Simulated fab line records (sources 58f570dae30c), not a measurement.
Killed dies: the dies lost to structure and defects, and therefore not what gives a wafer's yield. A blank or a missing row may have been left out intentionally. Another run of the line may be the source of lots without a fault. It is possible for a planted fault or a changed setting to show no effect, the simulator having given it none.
What tool caused it? | flow berkeley_cmos170 | Sampling: 7 lots, 21 wafers, 2 of 331 route steps

WHAT EACH GAUGE READ, for each wafer
UCB170_V2_THK_MEAS_04.
lot  | measured     | on            | V2_POLISHED_THK (nm)
L320 | day 7 23:08  | film_metro-02 | 1018.8 1018.2 1019.5
L322 | day 8 09:19  | film_metro-01 | 1016.7 1016.1 1016.6
L325 | day 9 02:29  | film_metro-03 | 1016.9 1017.7 1018.6
L327 | day 9 06:37  | film_metro-01 | 1015.8 1014.1 1019.1
L331 | day 9 15:50  | film_metro-02 | 1016.7 1018.1 1018.7
L334 | day 10 22:43 | film_metro-02 | 1017.8 1015.7 1019.6
L335 | day 11 00:08 | film_metro-02 | 1018.2 1015.3 1016.5

TOOL THAT RAN EACH LOT (tool first, then ch and the chambers of the sampled wafers, then the start)
lot  | UCB170_V1_CVD_00
L320 | pecvd-01 ch 0,1, day 7 14:28
L322 | pecvd-01 ch 0,1, day 8 01:22
L325 | pecvd-01 ch 1,2, day 8 20:16
L327 | pecvd-01 ch 0,1,2, day 9 00:06
L331 | pecvd-03 ch 0,1, day 9 08:58
L334 | pecvd-03 ch 0,1,2, day 10 16:19
L335 | pecvd-03 ch 0,1,2, day 10 16:29
- UCB170_V1_CVD_00: deposits SiO2 from TEOS/O2, target thk 2000 nm, time 250 s.

THE ANSWER, worked out from the rows above alone
Rule: the lots themselves supply what counts as usual. The widest of any qualifying gaps counts: lots, ordered by their means at a reading, are off when they make up no more than a third of the lots, leave a main group of 4 or more, and stand apart from it by 3 or more times the standard deviation of that group's means. Not used: any main group whose means are identical at the precision the tables above print for the reading. Also off: a lot with no number at a reading for which 4 or more lots have one. Where the step has rows for the other lots, those lots are counted as sound.
Across all readings shown, no lot is off: no conclusion can be drawn from this.

WHAT HAD BEEN PUT IN BY THE SIMULATOR
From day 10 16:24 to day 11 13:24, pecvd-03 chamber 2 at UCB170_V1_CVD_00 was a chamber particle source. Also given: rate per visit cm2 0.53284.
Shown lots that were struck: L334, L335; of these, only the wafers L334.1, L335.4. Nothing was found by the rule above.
